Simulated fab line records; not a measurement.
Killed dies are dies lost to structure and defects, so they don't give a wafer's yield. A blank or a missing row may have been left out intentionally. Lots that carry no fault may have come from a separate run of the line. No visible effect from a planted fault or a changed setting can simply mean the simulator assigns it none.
fab line records -- flow rit_cmos
[record] lots = 5, wafers = 15, last_day = 7
route steps=202 shown M1@190
lots that met no fault: taken from a fault-free run of the same line
start_h: the number of hours between the record's first day and the start of the first shown wafer of the lot -- wait_h: time in hours since the lot's previous step -- " as in the row above -- L1.1+2: a row that stands for several wafers -- - either no value or no given start -- * or withheld: withheld -- < > ~ a bound
route shown NAME@n: NAME is a module with steps in the file, n the number in the route of the first one -- usual: the fault-free wafers' mean and standard deviation -- same: alike in all rows -- chamber/n: place in a boat -- sites: the reading at each site -- _std_site: standard deviation across them -- _edge_site: inner sites' mean taken away from outer sites' mean -- radius_mm: how far each site lies from the wafer's centre -- mask NAME#n: copy n -- behind: the most recent tool/chamber to have shaped the wafer -- hold: the reason the lot was held/the length of the hold in hours/how it ended -- device: the transistor (n, p or np) that didn't switch -- end of line: tests of these same wafers at the route's end -- a step with no rows: only its recipe -- killed: at the first sort, the dies lost to defects and structure; wafer yield is something else -- map: a wafer's dies, marking killed ones x, the rest . and places with no die _
set.NAME: the setting the step ran with; set.NAME@STEP: the setting that earlier step ran with -- model.NAME: the simulator's own value behind a step, which no gauge read
lots seen at some steps along the route; tables by step, rows by wafer
services: the hour from which a tool's chamber was out of use, counted from the record's first day as start_h (under 0 if before that day), plus the number of hours and why
[[steps]]
[step RIT_M1_EXPOSE_06]
[recipe] mask_id = M12, na = 0.6, source_shape = conventional, sigma_outer = 0.5, target_cd_nm = 2600, dose_mj = 250
lot.wafer,tool,chamber,start_h,wait_h,mask
L089.1+4+6,iline_stepper-01,0,132.30,0.2,M12#0
L090.2+4+5,iline_stepper-01,0,136.69,0.1,M12#0
L092.2+3+6,iline_stepper-01,0,146.14,0.1,M12#0
L096.2+4+5,iline_stepper-02,0,165.94,0.2,M12#0
L097.2+3+4,iline_stepper-01,0,173.48,0.2,M12#0
[step RIT_M1_PEB_07]
[recipe] resist = NOVOLAK, temp_c = withheld, time_s = withheld
lot.wafer,tool,chamber,start_h,wait_h
L089.1+4+6,litho_track-02,0,132.42,0.1
L090.2+4+5,litho_track-03,0,136.81,0.1
L092.2+3+6,litho_track-02,0,146.26,0.1
L096.2+4+5,litho_track-02,0,166.06,0.1
L097.2+3+4,litho_track-02,0,173.60,0.1
[step RIT_M1_DEVELOP_08]
[recipe] resist = NOVOLAK, develop_time_s = 68, dev_temp_c = 23
lot.wafer,tool,chamber,start_h,wait_h
L089.1+4+6,litho_track-02,0,-,-
L090.2+4+5,litho_track-03,0,-,-
L092.2+3+6,litho_track-02,0,-,-
L096.2+4+5,litho_track-02,0,-,-
L097.2+3+4,litho_track-02,0,-,-
[step RIT_M1_CD_MEAS_09]
[recipe] target_cd_nm = 2600
[usual] cd_nm = 2599.4/2.2
lot.wafer,tool,chamber,start_h,wait_h,cd_nm
L089.1,cd_sem-02,-,132.73,-,2597.4
L089.4,cd_sem-02,-,132.73,-,2599.2
L089.6,cd_sem-02,-,132.73,-,2601.1
L090.2,cd_sem-02,-,137.12,-,2599.1
L090.4,cd_sem-02,-,137.12,-,2598.5
L090.5,cd_sem-02,-,137.12,-,2600.9
L092.2,cd_sem-02,-,146.57,-,2601.4
L092.3,cd_sem-02,-,146.57,-,2600.3
L092.6,cd_sem-02,-,146.57,-,2600.2
L096.2,cd_sem-01,-,166.37,-,2598.4
L096.4,cd_sem-01,-,166.37,-,2600.0
L096.5,cd_sem-01,-,166.37,-,2599.0
L097.2,cd_sem-02,-,173.91,-,2594.2
L097.3,cd_sem-02,-,173.91,-,2595.6
L097.4,cd_sem-02,-,173.91,-,2594.0
[step RIT_M1_OVL_MEAS_10]
[usual] M1_OVL = 0.8/1.7
lot.wafer,tool,chamber,start_h,wait_h,M1_OVL[nm]
L089.1,overlay-01,-,132.85,0.1,0.1
L089.4,overlay-01,-,132.85,0.1,-0.7
L089.6,overlay-01,-,132.85,0.1,1.7
L090.2,overlay-01,-,137.24,0.1,-1.3
L090.4,overlay-01,-,137.24,0.1,1.1
L090.5,overlay-01,-,137.24,0.1,0.5
L092.2,overlay-01,-,146.68,0.1,2.3
L092.3,overlay-01,-,146.68,0.1,2.7
L092.6,overlay-01,-,146.68,0.1,1.9
L096.2,overlay-01,-,166.47,0.1,-1.5
L096.4,overlay-01,-,166.47,0.1,1.8
L096.5,overlay-01,-,166.47,0.1,0.8
L097.2,overlay-02,-,174.02,0.1,0.6
L097.3,overlay-02,-,174.02,0.1,-0.2
L097.4,overlay-02,-,174.02,0.1,0.4
[step RIT_M1_HARDBAKE_11]
[recipe] resist = NOVOLAK, temp_c = 140, time_s = 120
lot.wafer,tool,chamber,start_h,wait_h
L089.1+4+6,litho_track-04,0,132.89,0.0
L090.2+4+5,litho_track-04,0,137.31,0.1
L092.2+3+6,litho_track-04,0,146.75,0.1
L096.2+4+5,litho_track-03,0,166.54,0.1
L097.2+3+4,litho_track-03,0,174.09,0.1
[step RIT_M1_METAL_ETCH_12]
[recipe] stop_on = SiO2, chemistry = Cl2/BCl3, target = Al, time_s = 165, over_etch_frac = 0.5, pressure_mtorr = 100, target_depth_a = 6000, rf_w = 250, Cl2_flow_sccm = 60, bcl3_flow_sccm = 50
[usual] drypump_motor_current_A = 5.6/0.64, mfc_cl2_sccm = 60.03/0.17, oes_product_au = 0.777/0.011, throttle_valve_pct = 8.31/0.12
lot.wafer,tool,chamber,start_h,wait_h,drypump_motor_current_A,mfc_cl2_sccm,oes_product_au,rf_hours_counter_h,throttle_valve_pct
L089.1,rie_metal-03,1,133.14,0.2,4.9,60.29,0.797,1,8.45
L089.4,rie_metal-03,1,133.14,0.2,4.9,59.89,0.784,-,8.43
L089.6,rie_metal-03,1,133.14,0.2,4.9,60.07,0.791,-,8.43
L090.2,rie_metal-02,0,137.52,0.2,6.6,60.17,0.776,5,8.18
L090.4,rie_metal-02,0,137.52,0.2,6.6,60.08,0.767,-,8.18
L090.5,rie_metal-02,1,137.52,0.2,6.0,60.15,0.783,-,8.11
L092.2,rie_metal-02,1,146.96,0.2,6.0,59.76,0.786,5,8.12
L092.3,rie_metal-02,0,146.96,0.2,6.6,60.04,0.782,-,8.18
L092.6,rie_metal-02,0,146.96,0.2,6.6,60.08,0.763,-,8.18
L096.2,rie_metal-03,1,166.75,0.2,4.9,60.16,0.779,2,8.45
L096.4,rie_metal-03,0,166.75,0.2,5.8,60.17,0.787,-,8.36
L096.5,rie_metal-03,1,166.75,0.2,5.0,59.85,0.796,-,8.44
L097.2,rie_metal-04,1,174.30,0.2,4.9,60.23,0.784,0,8.36
L097.3,rie_metal-04,1,174.30,0.2,4.9,60.16,0.787,-,8.37
L097.4,rie_metal-04,0,174.30,0.2,5.9,60.14,0.776,-,8.30
[step RIT_M1_STRIP_13]
[recipe] chemistry = nmp, resist = NOVOLAK, temp_c = 80, time_s = 600, dry = n2_spin
lot.wafer,tool,chamber,start_h,wait_h
L089.1+4+6,wet_bench-04,2,133.30,0.1
L090.2+4+5,wet_bench-03,2,137.68,0.1
L092.2+3+6,wet_bench-03,1,147.12,0.1
L096.2+4+5,wet_bench-04,1,166.91,0.1
L097.2+3+4,wet_bench-04,3,174.46,0.1
[step RIT_M1_STRIP_14]
[recipe] chemistry = O2, time_s = 180, platen_temp_c = withheld, power_w = 500, pressure_mtorr = 4000, o2_flow_sccm = 4000
[usual] drypump_motor_current_A = 5.7/0.58
lot.wafer,tool,chamber,start_h,wait_h,drypump_motor_current_A,rf_hours_counter_h
L089.1,plasma_asher-03,1,133.49,0.0,5.2,48
L089.4,plasma_asher-03,1,133.49,0.0,5.2,-
L089.6,plasma_asher-03,0,133.49,0.0,5.5,-
L090.2,plasma_asher-01,0,137.87,0.0,4.9,34
L090.4,plasma_asher-01,1,137.87,0.0,6.6,-
L090.5,plasma_asher-01,0,137.87,0.0,4.9,-
L092.2,plasma_asher-01,1,147.31,0.0,6.6,35
L092.3,plasma_asher-01,0,147.31,0.0,4.9,-
L092.6,plasma_asher-01,1,147.31,0.0,6.6,-
L096.2,plasma_asher-01,1,167.14,0.0,6.6,37
L096.4,plasma_asher-01,1,167.14,0.0,6.6,-
L096.5,plasma_asher-01,0,167.14,0.0,4.9,-
L097.2,plasma_asher-04,1,174.63,0.0,6.2,6
L097.3,plasma_asher-04,1,174.63,0.0,6.2,-
L097.4,plasma_asher-04,0,174.63,0.0,5.8,-
[step RIT_M1_CD_MEAS_90]
[recipe] target_cd_nm = 2600
[usual] cd_nm = 2600.3/3
lot.wafer,tool,chamber,start_h,wait_h,cd_nm
L089.1,cd_sem-02,-,133.67,0.1,2597.5
L089.4,cd_sem-02,-,133.67,0.1,2599.1
L089.6,cd_sem-02,-,133.67,0.1,2601.8
L090.2,cd_sem-01,-,138.06,0.1,2600.8
L090.4,cd_sem-01,-,138.06,0.1,2599.6
L090.5,cd_sem-01,-,138.06,0.1,2600.4
L092.2,cd_sem-01,-,147.50,0.1,2600.3
L092.3,cd_sem-01,-,147.50,0.1,2602.8
L092.6,cd_sem-01,-,147.50,0.1,2601.9
L096.2,cd_sem-01,-,167.34,0.1,2598.5
L096.4,cd_sem-01,-,167.34,0.1,2605.2
L096.5,cd_sem-01,-,167.34,0.1,2599.7
L097.2,cd_sem-01,-,174.83,0.1,2594.6
L097.3,cd_sem-01,-,174.83,0.1,2595.7
L097.4,cd_sem-01,-,174.83,0.1,2590.8
[step RIT_M1_ANNEAL_15]
[recipe] temp_c = 450, time_s = 1800, ambient = forming_gas_H2N2
[usual] zone_power_centre_pct = 20.92/0.19
lot.wafer,tool,chamber,start_h,wait_h,zone_power_centre_pct
L089.1,furnace-02,0,133.79,0.1,20.95
L089.4,furnace-02,0,133.79,0.1,20.47
L089.6,furnace-02,0,133.79,0.1,20.57
L090.2,furnace-02,0,138.16,0.1,20.46
L090.4,furnace-02,0,138.16,0.1,20.96
L090.5,furnace-02,0,138.16,0.1,20.83
L092.2,furnace-02,0,147.71,0.2,21.36
L092.3,furnace-02,0,147.71,0.2,20.49
L092.6,furnace-02,0,147.71,0.2,20.89
L096.2,furnace-02,0,167.44,0.1,21.01
L096.4,furnace-02,0,167.44,0.1,21.21
L096.5,furnace-02,0,167.44,0.1,20.93
L097.2,furnace-02,0,174.93,0.1,20.83
L097.3,furnace-02,0,174.93,0.1,21.00
L097.4,furnace-02,0,174.93,0.1,20.71
[step RIT_M1_BOW_MEAS_16]
[recipe] mode = bow
[usual] M1_BOW = 18/6.9
lot.wafer,tool,chamber,start_h,wait_h,M1_BOW[um]
L089.1,film_metro-04,-,135.29,0.0,16
L089.4,film_metro-04,-,135.29,0.0,2
L089.6,film_metro-04,-,135.29,0.0,9
L090.2,film_metro-04,-,139.68,0.0,29
L090.4,film_metro-04,-,139.68,0.0,9
L090.5,film_metro-04,-,139.68,0.0,21
L092.2,film_metro-03,-,149.23,0.0,25
L092.3,film_metro-03,-,149.23,0.0,32
L092.6,film_metro-03,-,149.23,0.0,20
L096.2,film_metro-04,-,168.96,0.0,19
L096.4,film_metro-04,-,168.96,0.0,16
L096.5,film_metro-04,-,168.96,0.0,25
L097.2,film_metro-04,-,176.45,0.0,16
L097.3,film_metro-04,-,176.45,0.0,19
L097.4,film_metro-04,-,176.45,0.0,17
[step RIT_M1_PROBE_99]
[usual] defect_limited_yield = 97.4/1.1, killed_at_contacts = 0.1/0.3, killed_at_front_end = 6.9/2.9, killed_dies = 7.0/2.9, killed_open = 3.3/2, killed_short = 3.7/2, sort_bin_3_pad_short = 0.1/0.22, sort_bin_5_function = 1.5/0.81, sort_bin_6_memory = 1.0/0.64, sort_n_pass = 257.0/2.9, sort_yield_pct = 97.4/1.1
[same] gross_dies = 264, killed_at_M0_to_M3 = 0, killed_at_M4_up = 0, killed_at_back_side = 0, killed_at_other = 0
lot.wafer,tool,chamber,start_h,wait_h,defect_limited_yield[%],killed_at_contacts,killed_at_front_end,killed_dies,killed_open,killed_short,sort_bin_3_pad_short[%],sort_bin_5_function[%],sort_bin_6_memory[%],sort_n_pass,sort_yield_pct[%]
L089.1,prober-01,-,135.41,0.1,97.3,0,7,7,2,5,0.4,0.4,1.9,257.0,97.3
L089.4,prober-01,-,135.56,0.2,98.9,0,3,3,1,2,0,1.1,0,261.0,98.9
L089.6,prober-01,-,135.66,0.2,97.3,0,7,7,5,2,0,1.9,0.8,257.0,97.3
L090.2,prober-02,-,139.83,0.1,97.0,0,8,8,3,5,0.4,1.5,1.1,256.0,97.0
L090.4,prober-02,-,139.93,0.2,97.7,0,6,6,2,4,0,1.1,1.1,258.0,97.7
L090.5,prober-02,-,139.98,0.2,99.2,1,1,2,1,1,0,0,0.8,262.0,99.2
// killed by level:class
L089.1 GATE:geometric_particle:short=2 SPACER:geometric_particle:short=2 FOX1:geometric_particle:short=1 REOX:geometric_particle:open=1 SPACER:geometric_particle:open=1
L089.4 FOX1:geometric_particle:open=1 GATE:geometric_particle:short=1 REOX:geometric_particle:short=1
L089.6 SPACER:geometric_particle:open=2 FOX1:geometric_particle:short=1 FOX1:geometric_particle:open=1 GATE:geometric_particle:short=1 REOX:geometric_particle:open=1 SILICIDE:geometric_particle:open=1
L090.2 GATE:geometric_particle:short=2 FOX1:geometric_particle:open=1 FOX2:geometric_particle:short=1 FOX2:geometric_particle:open=1 GATE:geometric_particle:open=1 SPACER:geometric_particle:short=1 SILICIDE:geometric_particle:short=1
L090.4 GATE:geometric_particle:short=2 FOX2:geometric_particle:short=1 FOX2:geometric_particle:open=1 SILICIDE:geometric_particle:short=1 SILICIDE:geometric_particle:open=1
L090.5 FOX2:geometric_particle:short=1 CONTACT:geometric_particle:open=1
[[services]]
tool,chamber,start_h,hours,kind
plasma_asher-04,-,108.75,9.0,pm
plasma_asher-04,0,108.75,9.0,vent_cycle
plasma_asher-04,1,108.75,9.0,vent_cycle
iline_stepper-01,-,114.52,2.6,repair
plasma_asher-04,0,117.75,-,clean
plasma_asher-04,1,117.75,-,clean
iline_stepper-01,-,126.48,1.7,pm
plasma_asher-04,-,126.64,2.2,repair
rie_metal-04,-,136.12,20.0,pm
rie_metal-04,0,136.12,20.0,vent_cycle
rie_metal-04,1,136.12,20.0,vent_cycle
rie_metal-04,0,156.12,-,clean
rie_metal-04,1,156.12,-,clean
iline_stepper-01,-,163.48,4.1,repair
plasma_asher-04,-,166.23,7.6,repair
plasma_asher-03,-,166.43,3.4,repair
[[key]]
fault none
